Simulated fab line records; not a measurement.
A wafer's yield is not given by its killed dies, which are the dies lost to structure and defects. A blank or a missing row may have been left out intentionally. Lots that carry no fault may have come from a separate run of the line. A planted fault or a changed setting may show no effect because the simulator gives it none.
Code-filled problem report in 8D (eight disciplines) form -- flow rit_cmos -- the parts of the form that need people (team, actions taken, sign-off) are left out

== 1. WHAT IS WRONG ==
Across 6 wafers from 2 lots, NSD_TW at RIT_NSD_TW_MEAS_10 averages 3365, while fault-free wafers read 3103 with a standard deviation of 32. That puts it +8.2 standard deviations away from the usual mean.
Seen first at day 7 00:58 on film_metro-02, wafer L467.2. At this step, 42 wafers from 14 lots have a number in the record. Rule for "out", or "out of limits": more than 4 standard deviations from the usual mean. Any other wafer with a number is counted as sound.

== 2. WHAT IT IS; WHAT IT IS NOT ==
question,is,is not
which readings at this step,NSD_TW,-
which lots,"L467, L469","L448, L449, L450, L451, L453, L455, L456, L457, L459, L460, L461, L471"
which wafers of those lots,all that have a number,-
read on which gauges,film_metro-02,"film_metro-03, film_metro-04"
when,from day 7 00:58,up to then (33 sound wafers); but 3 sound wafers of L471 came after

== 3. SUSPECTS, AND WHAT RULES EACH OUT ==
Counting: a tool at any process step up to the reading remains a suspect when it ran all the lots that are out and ran no sound lot after the first of those.
- the gauge at RIT_NSD_TW_MEAS_10 is ruled out. All the wafers that are out were read on film_metro-02, but those of them that RIT_NSD_IMPLANT_08 has rows for are out there too, on other tools.
- implanter-01 at RIT_NSD_IMPLANT_08: kept. It ran every lot that is out, first L467 (day 7 00:39), and no sound lot after that; its last sound lot up to then is L457 (day 5 03:31). Out on those wafers are its own readings of beam_on_s, faraday_current_uA.
Left after counting: implanter-01 at RIT_NSD_IMPLANT_08.

== 4. THE CAUSE (what the simulator had put in) ==
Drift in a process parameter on implanter-01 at RIT_NSD_IMPLANT_08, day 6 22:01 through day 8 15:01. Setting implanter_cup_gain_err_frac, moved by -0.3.
After counting, this tool was the only one left.

== 5. THE CHAIN OF EFFECTS, in route order ==
Each row: a reading whose mean over the struck wafers that have a number lies more than 3 standard deviations from the usual. Only readings for which the record gives a usual standard deviation are gone through. hours: the time from each lot's start at the first step in this table that gives one to its start at this step, as a median over the lots. sigmas: the change in usual standard deviations.
hours,step,reading,usual,on struck wafers,change,sigmas
0,RIT_NSD_IMPLANT_08,beam_on_s,9.98 s,14.19,+4.21,+22
0,RIT_NSD_IMPLANT_08,faraday_current_uA,3141,2214,-927,-16
0,RIT_NSD_TW_MEAS_10,NSD_TW,3103,3365,+262,+8.2
2,RIT_SDANNEAL_RS_MEAS_05,NSD_RS,84.49 ohm/sq,64.26,-20.23,-78
The process steps in it:
- RIT_NSD_IMPLANT_08

== 6. HOW IT WOULD HAVE BEEN CAUGHT EARLIER ==
In this record the first reading out of limits at a measuring or inspecting step was taken at day 7 00:58, 3 hours after the fault began at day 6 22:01.
At RIT_NSD_IMPLANT_08, the tool's own readings (beam_on_s, faraday_current_uA) were out on each struck wafer the step has a row for, so an alarm limit on them would have fired on the first such wafer.
Lots out: 2; of these, L469 started RIT_NSD_IMPLANT_08 on implanter-01 after day 7 00:58. It would have been spared by a hold on the tool at that moment.
